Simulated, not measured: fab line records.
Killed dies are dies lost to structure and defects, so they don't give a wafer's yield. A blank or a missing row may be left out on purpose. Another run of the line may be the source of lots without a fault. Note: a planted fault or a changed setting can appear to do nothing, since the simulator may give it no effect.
Commonality check across tools -- flow berkeleyCmos170 -- 14 lots, 48 wafers sampled

## WHY IT WAS OPENED
At UCB170_M3_RS_MEAS_02 the reading M3_AL_RS is flagged on 2 of 14 lots. Wafers without a fault read 0.03186 ohm/sq, standard deviation 0.00027.
Rule: a lot is flagged in two cases, either no wafer of it has a number, or all its wafers with numbers fall more than 4 standard deviations from that mean. All remaining lots are regarded as sound.

lot,measured,on,"M3_AL_RS (ohm/sq), wafer by wafer",flag
L262,day 8 21:09,filmMetro-02,0.03235 0.03203 0.03222,
L263,day 8 21:25,filmMetro-01,0.03179 0.03168 0.03165,
L264,day 9 05:57,filmMetro-02,0.03192 0.03164 0.03192,
L265,day 9 06:38,filmMetro-02,0.03181 0.03147 0.03135,
L267,day 9 13:29,filmMetro-01,0.03218 0.03189 0.03204,
L266,day 9 15:27,filmMetro-02,0.03144 0.03144 0.03161,
L268,day 10 18:41,filmMetro-02,0.0316 0.03192 0.03194,
L269,day 10 18:56,filmMetro-04,0.03189 0.03227 0.03214,
L270,day 10 19:05,filmMetro-01,0.03147 0.03157 0.03161,
L271,day 10 19:23,filmMetro-04,0.03384 0.03372 0.03406 0.03385 0.03371 0.034,FLAGGED
L272,day 11 05:37,filmMetro-01,0.03435 0.03426 0.0342 0.03444 0.03425 0.03427,FLAGGED
L280,day 12 19:56,filmMetro-02,0.03175 0.03168 0.03157,
L282,day 13 15:57,filmMetro-01,0.03171 0.03172 0.03209,
L283,day 14 04:46,filmMetro-02,0.03154 0.03171 0.03155,
Average over the flagged lots: 0.03408 ohm/sq; offset from the usual +0.00222 ohm/sq, equal to +8 standard deviations.

## WHICH TOOL EACH LOT WENT THROUGH
The record holds 1 process step before the reading, out of a route of 331 steps. Every cell lists first the tool, next ch and the chambers used by the sampled wafers, and last the start.
lot,flag,UCB170_M3_SPUTTER_01
L262,,"pvdSputter-04, day 8 21:03"
L263,,"pvdSputter-02, day 8 21:17"
L264,,"pvdSputter-02, day 9 05:52"
L265,,"pvdSputter-03, day 9 06:34"
L267,,"pvdSputter-02, day 9 13:22"
L266,,"pvdSputter-03, day 9 15:22"
L268,,"pvdSputter-02, day 10 18:32"
L269,,"pvdSputter-03, day 10 18:49"
L270,,"pvdSputter-04, day 10 18:56"
L271,FLAGGED,"pvdSputter-02, day 10 19:18"
L272,FLAGGED,"pvdSputter-02, day 11 05:32"
L280,,"pvdSputter-04, day 12 19:51"
L282,,"pvdSputter-04, day 13 15:52"
L283,,"pvdSputter-02, day 14 04:39"
What these steps do:
- UCB170_M3_SPUTTER_01: material Al, target thk 900 nm, time 120 s.
- UCB170_M3_RS_MEAS_02: measures by four-point-probe.

## FLAGGED OVER TOTAL, TOOL BY TOOL (the gauges that took the reading come last)
step,tool,lots run,flagged,share of the flagged lots,sound lots run after its first flagged lot
UCB170_M3_SPUTTER_01,pvdSputter-02,7,2,all,1 (L283)
UCB170_M3_SPUTTER_01,pvdSputter-03,3,0,none,-
UCB170_M3_SPUTTER_01,pvdSputter-04,4,0,none,-
UCB170_M3_RS_MEAS_02,filmMetro-01,5,1,some,1 (L282)
UCB170_M3_RS_MEAS_02,filmMetro-02,7,0,none,-
UCB170_M3_RS_MEAS_02,filmMetro-04,2,1,some,0

## THE TABLE: WHAT IT ALLOWS
In the table, 1 row covers all flagged lots: pvdSputter-02 at UCB170_M3_SPUTTER_01.
- pvdSputter-02 at UCB170_M3_SPUTTER_01 ran 7 lots, 2 of them flagged. Sound lots followed the first flagged one (L283) on it, something a lasting fault affecting the whole tool could not allow.
No row of the table ran every flagged lot and no sound lot after the first.

## WHAT HAD BEEN PUT IN BY THE SIMULATOR
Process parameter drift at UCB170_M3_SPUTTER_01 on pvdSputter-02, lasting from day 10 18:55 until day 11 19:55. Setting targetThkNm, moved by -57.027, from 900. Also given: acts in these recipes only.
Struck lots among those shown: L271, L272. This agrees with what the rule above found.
